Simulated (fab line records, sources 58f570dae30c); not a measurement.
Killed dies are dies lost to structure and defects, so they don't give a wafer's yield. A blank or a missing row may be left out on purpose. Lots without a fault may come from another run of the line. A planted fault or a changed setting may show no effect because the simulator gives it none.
Problem report in the 8D (eight disciplines) form, filled by code | flow berkeley_cmos170 | the parts of the form that need people (team, actions taken, sign-off) are left out

1. THE PROBLEM
strip_time_to_endpoint_s at UCB170_CONTACT_STRIP_06 reads a mean of 22.82 s on 6 wafers of 2 lots; wafers without a fault read 21.96 s with a standard deviation of 0.071. That is +12 standard deviations from the usual mean.
The step: strips in O2.
First seen on wafer L497.1, day 10 12:26, on plasma_asher-04. The record holds 42 wafers of 14 lots with a number at this step. Rule for "out", or "out of limits": more than 4 standard deviations from the usual mean. The other wafers with a number count as sound.

2. WHAT IT IS AND WHAT IT IS NOT
question                    | is                               | is not
which readings at this step | strip_time_to_endpoint_s         | drypump_motor_current_A, oes_product_au
which lots                  | L497, L504                       | L486, L487, L488, L490, L491, L492, L493, L494, L500, L501, L503, L507
which wafers of those lots  | all that have a number           | -
read on which tools         | plasma_asher-01, plasma_asher-04 | plasma_asher-02
when                        | from day 10 12:26                | up to then (27 sound wafers); but 9 sound wafers of L501, L503, L507 came after

3. SUSPECTS, AND WHAT RULES EACH OUT
Counting: a tool at a process step up to the reading stays a suspect if it ran every lot that is out and no sound lot after the first of them.
- litho_track-01 at UCB170_CONTACT_COAT_04 (resist thk 900 nm): kept. It ran every lot that is out, first L497 (day 10 12:08), and no sound lot after that; its last sound lot up to then is L492 (day 9 10:10).
Left after counting: litho_track-01 at UCB170_CONTACT_COAT_04.

4. THE CAUSE (what the simulator had put in)
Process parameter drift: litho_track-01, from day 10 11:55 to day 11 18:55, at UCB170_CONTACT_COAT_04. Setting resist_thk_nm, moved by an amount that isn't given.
Counting left only this tool.

5. THE CHAIN OF EFFECTS, in route order
Each row: a reading whose mean over the struck wafers that have a number lies more than 3 standard deviations from the usual. Only readings for which the record gives a usual standard deviation are gone through. hours: the time from each lot's start at the first step in this table that gives one to its start at this step, as a median over the lots. sigmas: the change in usual standard deviations.
hours | step                    | reading                  | usual   | on struck wafers | change | sigmas
0     | UCB170_CONTACT_STRIP_06 | strip_time_to_endpoint_s | 21.96 s | 22.82            | +0.86  | +12
The process steps in it:
- UCB170_CONTACT_STRIP_06: strips in O2.
Later measuring or inspecting steps at which every struck wafer that the step has a row for has a number for every such reading, and none has moved that far: UCB170_V1_OVL_MEAS_13, UCB170_M2_THK_MEAS_03.

6. WHAT WOULD HAVE CAUGHT IT SOONER
In this record the first reading out of limits was taken at day 10 12:26, 1 hour after the fault began at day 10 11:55.
Of the tool readings at UCB170_CONTACT_COAT_04 for which the record gives a usual standard deviation, none was out on any struck wafer, so an alarm limit of 4 standard deviations on them would not have fired.
Of the lots that are out (2), L504 began UCB170_CONTACT_COAT_04 on litho_track-01 after day 10 12:26. A hold on the tool at that time would have spared it.
